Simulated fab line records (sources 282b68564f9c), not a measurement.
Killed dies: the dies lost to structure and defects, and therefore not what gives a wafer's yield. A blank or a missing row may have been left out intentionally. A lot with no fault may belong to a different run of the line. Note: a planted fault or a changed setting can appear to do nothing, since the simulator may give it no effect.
Which tool is to blame?	flow ritCmos	6 lots, 18 wafers sampled, at 2 steps of a route of 202

WHAT THE GAUGES READ, wafer by wafer
RIT_CONTACT_CD_MEAS_08: target cd 1000 nm.
lot	measured	on	cdNm (nm)
L310	day 3 07:40	cdSem-01	1000.4 1002.4 1001.0
L313	day 3 23:49	cdSem-01	999.5 1001.3 999.9
L317	day 4 21:02	cdSem-02	1002.2 1004.2 1001.6
L319	day 5 07:38	cdSem-02	1003.9 1002.9 1003.9
L321	day 6 00:41	cdSem-02	1000.7 1001.0 1001.0
L330	day 7 18:58	cdSem-02	1000.3 999.4 999.8

EACH LOT AND THE TOOL THAT RAN IT (in order: tool; ch and the chambers of the sampled wafers; start)
lot	RIT_CONTACT_EXPOSE_05
L310	ilineStepper-02 ch 0, day 3 07:08
L313	ilineStepper-02 ch 0, day 3 23:17
L317	ilineStepper-01 ch 0, day 4 20:31
L319	ilineStepper-01 ch 0, day 5 07:07
L321	ilineStepper-01 ch 0, day 6 00:10
L330	ilineStepper-02 ch 0, day 7 18:27
- RIT_CONTACT_EXPOSE_05: exposes mask M11, target cd 1000 nm.

THE ANSWER, worked out from the rows above alone
Rule: the usual values come from the lots themselves. The widest of any qualifying gaps counts: lots, ordered by their means at a reading, are off when they make up no more than a third of the lots, leave a main group of 4 or more, and stand apart from it by 3 or more times the standard deviation of that group's means. A main group is skipped when, at the precision printed for the reading in the tables above, its means are all equal. A lot without any number at a reading at which 4 lots or more have one is off too. Any other lot the step has rows for is counted as sound.
No lot is off on any of the readings shown, so nothing can be concluded from this.

WHAT HAD BEEN PUT IN BY THE SIMULATOR
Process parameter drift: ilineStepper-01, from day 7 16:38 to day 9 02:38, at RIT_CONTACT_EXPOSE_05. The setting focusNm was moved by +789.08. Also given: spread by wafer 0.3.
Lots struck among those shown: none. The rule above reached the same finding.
